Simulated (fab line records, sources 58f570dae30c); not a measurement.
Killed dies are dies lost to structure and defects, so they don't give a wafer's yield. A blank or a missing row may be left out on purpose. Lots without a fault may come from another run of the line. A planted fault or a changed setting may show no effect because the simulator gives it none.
A struck lot beside a sound one | flow berkeley_cmos170 | 14 steps out of a route of 331
Sound: wafers L424.1, L424.2, L424.4. Struck: wafers L420.1, L420.3, L420.6. The cause comes at the end.
At each step with rows: each side's tool, then ch and its chambers, then its first start. Under that, the readings that differ: sound wafers | struck wafers | difference of the means | sigmas: that difference in standard deviations of wafers without a fault.
alike: readings whose means differ by less than 2 such deviations, and words and numbers that are the same on both sides. not compared: withheld readings, readings that some wafer has no value for, bounds like >300 that may hide the same value, and numbers for which the record gives no deviation and whose values overlap.
The two part at a step that has a row with sigmas, a row that says differs or no value, or rows on one side only. Numbers that don't overlap but have no deviation are shown without sigmas and don't part them. A reading that every wafer of one side lacks parts them only if that side has two wafers or more.

UCB170_PVT_TW_MEAS_09:
  sound on film_metro-02, day 10 12:08; struck on film_metro-02, day 8 21:22
  alike: PVT_TW
then, 1 step without rows for these wafers: UCB170_GATE_WET_ETCH_00 (etches SiO2 in dHF, time 200 s).
UCB170_FIELD_THK_MEAS_91:
  sound on film_metro-04, day 10 12:16; struck on film_metro-01, day 8 21:30
  alike: FIELD_OXIDE_LEFT_2_THK
then, 1 step without rows for these wafers: UCB170_GATE_OXIDATION_01 (target thk 6.6 nm, ox time 1800 s).
UCB170_GATE_THK_MEAS_02:
  sound on film_metro-02, day 10 19:11; struck on film_metro-03, day 9 04:37
  alike: GATE_OXIDE_THK
then, 2 steps without rows for these wafers: UCB170_GATE_ANNEAL_03 (time 1800 s); UCB170_GATE_CVD_04 (deposits poly-Si from SiH4, time 1440 s, target thk 214 nm).
UCB170_GATE_THK_MEAS_05:
  sound on film_metro-02, day 11 02:05; struck on film_metro-03, day 9 16:05
  alike: GATE_POLY_THK
then, 4 steps without rows for these wafers: UCB170_GATE_COAT_06; UCB170_GATE_COAT_07 (resist thk 900 nm); UCB170_GATE_SOFTBAKE_08 (time 60 s); UCB170_GATE_EXPOSE_09 (exposes mask POLY, target cd 350 nm).
UCB170_GATE_PEB_10:
  sound on litho_track-01 ch 0, day 11 03:28; struck on litho_track-01, day 9 17:56
  no value came back on the struck wafers for chill_plate_temp_C (C), exhaust_pa (Pa); on the sound wafers chill_plate_temp_C (C) reads 23.02 23.09 23.06
then, 1 step without rows for these wafers: UCB170_GATE_DEVELOP_11 (develop time 45 s).

WHERE THEY PART
Only at UCB170_GATE_PEB_10, within this record.

WHY: what the simulator had put in
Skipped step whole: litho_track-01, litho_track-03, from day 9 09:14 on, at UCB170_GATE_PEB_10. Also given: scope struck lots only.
